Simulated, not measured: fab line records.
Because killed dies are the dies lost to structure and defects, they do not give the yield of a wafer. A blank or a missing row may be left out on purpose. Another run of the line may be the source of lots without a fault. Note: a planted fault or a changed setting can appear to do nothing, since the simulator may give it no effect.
One fault seen from 2 desks :: flow berkeleyCmos170 :: only its own numbers are on each desk; what lay behind them is given at the end

DESK OF THE TOOL OWNER: implanter-01
The tool's own readings at UCB170_NLDD_IMPLANT_08, given as means over the sampled wafers that have a number, one for each lot that went through this tool. Any lot whose mean is over 4 standard deviations away from the usual mean is out of limits and marked OUT; that distance is given in the brackets.
Columns: A = beamOnS at UCB170_NLDD_IMPLANT_08, usual 10.00 s; B = doseIonsCm2 at UCB170_NLDD_IMPLANT_08, usual 5.001e+13; C = faradayCurrentUA at UCB170_NLDD_IMPLANT_08, usual 159
lot: L720
first seen here: day 6 03:17
A: 10.06
B: 5.001e+13
C: 158

lot: L722
first seen here: day 7 06:19
A: 9.90
B: 5.005e+13
C: 160

lot: L723
first seen here: day 7 07:05
A: 9.84
B: 5.002e+13
C: 161

lot: L730
first seen here: day 8 19:46
A: 17.79 (+39) OUT
B: 5.000e+14 (+99 or more) OUT
C: 893 (+99 or more) OUT

lot: L732
first seen here: day 9 03:08
A: 17.79 (+39) OUT
B: 5.000e+14 (+99 or more) OUT
C: 890 (+99 or more) OUT
Finding of this desk: L730, L732 out of limits; the first was L730 at day 8 19:46, on beamOnS at UCB170_NLDD_IMPLANT_08. L720, L722, L723 stayed within limits.

FROM THE METROLOGY DESK
What the gauges read, lot by lot, whatever tool the lot ran on: means of the sampled wafers that have a number. Any lot whose mean is over 4 standard deviations away from the usual mean is out of limits and marked OUT; that distance is given in the brackets.
Columns: A = FIELD_OXIDE_LEFT_2_THK at UCB170_FIELD_THK_MEAS_91, usual 355 nm; B = cdNm at UCB170_PLDD_CD_MEAS_06, usual 1199.3 nm; C = NLDD_TW at UCB170_NLDD_TW_MEAS_11, usual 2203; D = PSD_TW at UCB170_PSD_TW_MEAS_10, usual 2299; E = NLDD_RS at UCB170_SDANNEAL_RS_MEAS_05, usual 615.4 ohm/sq
lot: L720
first seen here: day 5 08:26
A: 359
B: 1198.6
C: 2238
D: 2319
E: 614.7

lot: L721
first seen here: day 6 04:00
A: 364
B: 1199.4
C: 2210
D: 2284
E: 614.9

lot: L722
first seen here: day 6 13:49
A: 347
B: 1199.0
C: 2231
D: 2285
E: 616.7

lot: L723
first seen here: day 6 14:09
A: 353
B: 1199.6
C: 2235
D: 2316
E: 612.8

lot: L724
first seen here: day 6 15:03
A: 356
B: 1199.6
C: 2235
D: 2323
E: 614.1

lot: L726
first seen here: day 7 08:38
A: 338
B: 1198.5
C: 2181
D: 2317
E: 617.4

lot: L725
first seen here: day 7 08:46
A: 365
B: 1197.0
C: 2181
D: 2313
E: 614.1

lot: L730
first seen here: day 8 02:40
A: 356
B: 1200.4
C: 3105 (+47) OUT
D: 2279
E: 172.6 (-99 or more) OUT

lot: L732
first seen here: day 8 07:49
A: 361
B: 1200.2
C: 3132 (+49) OUT
D: 2288
E: 172.5 (-99 or more) OUT

lot: L738
first seen here: day 9 14:56
A: 361
B: 1199.2
C: 2201
D: 2289
E: 614.2

lot: L736
first seen here: day 9 15:07
A: 357
B: 1201.6
C: 2204
D: 2294
E: 614.1

lot: L737
first seen here: day 9 15:29
A: 340
B: 1201.0
C: 2196
D: 2303
E: 615.0

lot: L739
first seen here: day 9 22:40
A: 360
B: 1200.5
C: 2198
D: 2294
E: 615.9

lot: L742
first seen here: day 10 03:21
A: 363
B: 1198.6
C: 2198
D: 2283
E: 616.2
This desk's result: L730, L732 out of limits, first on L730 (NLDD_TW at UCB170_NLDD_TW_MEAS_11), day 8 20:08. L720, L721, L722, L723, L724, L726, L725, L738, L736, L737, L739, L742 stayed within limits.

PUT TOGETHER
At day 8 19:46, on L730, L732, the tool owner's desk was in a position to raise an alarm.
An alarm was possible from the metrology desk at day 8 20:08, on L730, L732.
On implanter-01, each named lot ran UCB170_NLDD_IMPLANT_08.

WHAT WAS PUT IN BY THE SIMULATOR
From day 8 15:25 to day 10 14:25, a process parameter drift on implanter-01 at UCB170_NLDD_IMPLANT_08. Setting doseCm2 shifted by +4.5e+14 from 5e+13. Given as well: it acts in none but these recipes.
Shown lots that were struck: L730, L732.
Counting hours from when the fault started, the first reading out of limits came at 4 for the tool owner's desk and at 5 for the metrology desk.
